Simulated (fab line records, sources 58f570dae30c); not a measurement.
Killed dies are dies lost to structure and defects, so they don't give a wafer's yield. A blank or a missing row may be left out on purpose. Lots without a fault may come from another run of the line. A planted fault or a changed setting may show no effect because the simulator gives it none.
Which tool did it? | flow berkeley_cmos170 | 15 lots, 45 wafers sampled, at 5 steps of a route of 331

WHAT THE GAUGES READ, wafer by wafer
UCB170_M1_CD_MEAS_09: target cd 700 nm.
lot  | measured     | on        | cd_nm (nm)
L496 | day 8 11:22  | cd_sem-02 | 699.9 700.1 699.8
L499 | day 8 11:53  | cd_sem-01 | 698.6 697.1 699.0
L497 | day 8 12:05  | cd_sem-01 | 700.4 701.1 700.6
L500 | day 9 05:39  | cd_sem-02 | 697.6 697.3 697.4
L502 | day 10 02:16 | cd_sem-01 | 697.9 700.6 698.4
L504 | day 10 03:16 | cd_sem-01 | 698.5 699.7 700.8
L503 | day 10 03:32 | cd_sem-02 | 700.6 700.7 700.2
L505 | day 11 11:44 | cd_sem-01 | 699.0 698.9 699.3
L512 | day 12 00:32 | cd_sem-01 | 701.1 700.4 699.1
L511 | day 12 00:47 | cd_sem-02 | 699.1 699.1 698.9
L514 | day 12 06:25 | cd_sem-01 | 698.0 699.1 698.1
L517 | day 13 01:59 | cd_sem-01 | 699.8 700.2 700.5
L518 | day 13 02:24 | cd_sem-01 | 697.2 698.6 698.1
L515 | day 13 02:58 | cd_sem-01 | 698.9 699.6 699.4
L519 | day 13 10:50 | cd_sem-02 | 698.8 700.7 699.9

UCB170_M1_CD_MEAS_90: target cd 700 nm.
lot  | measured     | on        | cd_nm (nm)
L496 | day 8 11:49  | cd_sem-02 | 700.2 699.0 700.6
L499 | day 8 12:19  | cd_sem-02 | 698.2 697.0 698.2
L497 | day 8 12:31  | cd_sem-01 | 700.9 700.8 700.6
L500 | day 9 06:05  | cd_sem-02 | - - -
L502 | day 10 02:42 | cd_sem-02 | - - -
L504 | day 10 03:50 | cd_sem-01 | - - -
L503 | day 10 03:58 | cd_sem-02 | 701.5 701.3 701.0
L505 | day 11 12:10 | cd_sem-01 | 698.1 698.4 698.8
L512 | day 12 00:58 | cd_sem-02 | 701.8 700.6 696.1
L511 | day 12 01:13 | cd_sem-01 | 696.8 699.3 697.9
L514 | day 12 06:51 | cd_sem-01 | 700.4 700.1 699.2
L517 | day 13 02:25 | cd_sem-02 | 701.2 700.4 700.1
L518 | day 13 02:50 | cd_sem-02 | 698.9 698.5 698.4
L515 | day 13 03:24 | cd_sem-02 | 698.9 701.8 698.9
L519 | day 13 11:16 | cd_sem-01 | 700.2 702.9 701.5

UCB170_V1_BOW_MEAS_03.
lot  | measured     | on            | V1_BOW (um)
L496 | day 8 13:46  | film_metro-04 | 7 19 12
L499 | day 8 15:08  | film_metro-02 | 25 14 17
L497 | day 8 15:23  | film_metro-04 | 23 22 25
L503 | day 10 06:03 | film_metro-01 | 25 11 22
L505 | day 11 14:08 | film_metro-01 | 17 30 22
L512 | day 12 02:56 | film_metro-02 | 16 20 11
L511 | day 12 04:18 | film_metro-04 | 18 7 11
L514 | day 12 08:49 | film_metro-04 | 22 17 11
L517 | day 13 04:23 | film_metro-01 | 18 15 15
L518 | day 13 05:46 | film_metro-01 | 26 2 25
L515 | day 13 05:48 | film_metro-02 | 22 16 27
L519 | day 13 13:14 | film_metro-04 | 16 11 19

UCB170_V1_CD_MEAS_12: target cd 700 nm.
lot  | measured     | on        | cd_nm (nm)
L496 | day 8 15:10  | cd_sem-01 | 698.7 700.3 698.4
L499 | day 8 16:41  | cd_sem-01 | 700.3 700.2 702.0
L497 | day 8 16:55  | cd_sem-01 | 700.0 700.9 700.2
L503 | day 10 08:28 | cd_sem-02 | 700.3 697.6 698.7
L505 | day 11 18:12 | cd_sem-01 | 699.7 700.8 701.3
L512 | day 12 05:25 | cd_sem-02 | 701.6 702.7 702.5
L511 | day 12 06:13 | cd_sem-01 | 698.3 697.8 698.1
L514 | day 12 11:23 | cd_sem-02 | 701.6 701.0 701.7
L517 | day 13 05:49 | cd_sem-02 | 699.6 700.0 699.9
L518 | day 13 07:22 | cd_sem-02 | 700.3 699.9 700.7
L515 | day 13 07:50 | cd_sem-02 | 698.7 698.0 698.0
L519 | day 13 14:55 | cd_sem-02 | 698.9 699.6 699.4

WHICH TOOL RAN EACH LOT (tool, then ch and the chambers of the sampled wafers, then the start)
lot  | UCB170_M1_METAL_ETCH_12
L496 | rie_metal-02 ch 0,1, day 8 11:33
L499 | rie_metal-04 ch 0,1, day 8 12:05
L497 | rie_metal-02 ch 0,1, day 8 12:17
L500 | rie_metal-02 ch 0,1, day 9 05:51
L502 | rie_metal-04 ch 0,1, day 10 02:27
L504 | rie_metal-03 ch 1, day 10 03:30
L503 | rie_metal-02 ch 0,1, day 10 03:43
L505 | rie_metal-04 ch 0,1, day 11 11:56
L512 | rie_metal-02 ch 0,1, day 12 00:44
L511 | rie_metal-03 ch 0,1, day 12 00:59
L514 | rie_metal-03 ch 0,1, day 12 06:37
L517 | rie_metal-04 ch 0,1, day 13 02:11
L518 | rie_metal-03 ch 0,1, day 13 02:36
L515 | rie_metal-04 ch 0,1, day 13 03:09
L519 | rie_metal-03 ch 0,1, day 13 11:02
- UCB170_M1_METAL_ETCH_12: etches Al in Cl2/BCl3, stops on PSG, target depth 780 nm, time 130 s.

WHAT THE TOOLS THEMSELVES READ (means of the sampled wafers that have a number; where no wafer has one, the mark that the record gives instead)
UCB170_M1_METAL_ETCH_12.
lot  | tool         | bcl3_flow_sccm (sccm) | bias_w (W) | drypump_motor_current_A (A) | oes_product_au (a.u.) | throttle_valve_pct (%)
L496 | rie_metal-02 | 45.01                 | 120.4      | 5.2                         | 0.865                 | 24.29
L499 | rie_metal-04 | 45.07                 | 120.3      | 5.8                         | 0.849                 | 24.20
L497 | rie_metal-02 | 45.04                 | 119.8      | 5.2                         | 0.861                 | 24.29
L500 | rie_metal-02 | -                     | -          | -                           | -                     | -
L502 | rie_metal-04 | -                     | -          | -                           | -                     | -
L504 | rie_metal-03 | -                     | -          | -                           | -                     | -
L503 | rie_metal-02 | 45.03                 | 120.0      | 5.1                         | 0.867                 | 24.29
L505 | rie_metal-04 | 45.10                 | 119.5      | 5.7                         | 0.863                 | 24.17
L512 | rie_metal-02 | 44.89                 | 119.7      | 5.3                         | 0.865                 | 24.33
L511 | rie_metal-03 | 45.20                 | 119.7      | 5.6                         | 0.845                 | 24.13
L514 | rie_metal-03 | 44.93                 | 119.9      | 5.9                         | 0.834                 | 24.32
L517 | rie_metal-04 | 45.01                 | 120.3      | 5.8                         | 0.845                 | 24.21
L518 | rie_metal-03 | 45.00                 | 119.9      | 5.9                         | 0.833                 | 24.32
L515 | rie_metal-04 | 45.02                 | 120.1      | 5.8                         | 0.847                 | 24.19
L519 | rie_metal-03 | 44.79                 | 119.7      | 5.7                         | 0.838                 | 24.13

THE ANSWER, worked out from the rows above alone
Rule: what is usual is taken from the lots themselves. Put in order of their means at a reading, lots are off if they are a third of the lots or fewer, leave a main group of 4 or more, and stand apart from it by a gap of 3 or more times the standard deviation of the main group's means; of several such gaps the widest counts. A main group whose means are all the same, to the digits that the tables above print for the reading, isn't used. A lot without any number at a reading at which 4 lots or more have one is off too. The other lots that the step has rows for count as sound. The gauges are gone through in route order, then the tools' own readings, and for those a lot's mean is taken as printed above. The first step at which some lot is off is used, and at that step the reading that is off furthest; a lot without a number counts as furthest.
Off: L500, L502, L504, at UCB170_M1_CD_MEAS_90 (cd_nm). Without a number there: L500, L502, L504. The main group: mean 699.7 nm, standard deviation 1.2.
A tool fits if, at a process step before that reading, it ran every lot that is off, and no sound lot after the first of them. The gauges at UCB170_M1_CD_MEAS_90 aren't tried: what is off there is off at UCB170_M1_METAL_ETCH_12 too, on other tools, and a gauge's error can't cause that. None of those tried fits.

WHAT THE SIMULATOR HAD PUT IN
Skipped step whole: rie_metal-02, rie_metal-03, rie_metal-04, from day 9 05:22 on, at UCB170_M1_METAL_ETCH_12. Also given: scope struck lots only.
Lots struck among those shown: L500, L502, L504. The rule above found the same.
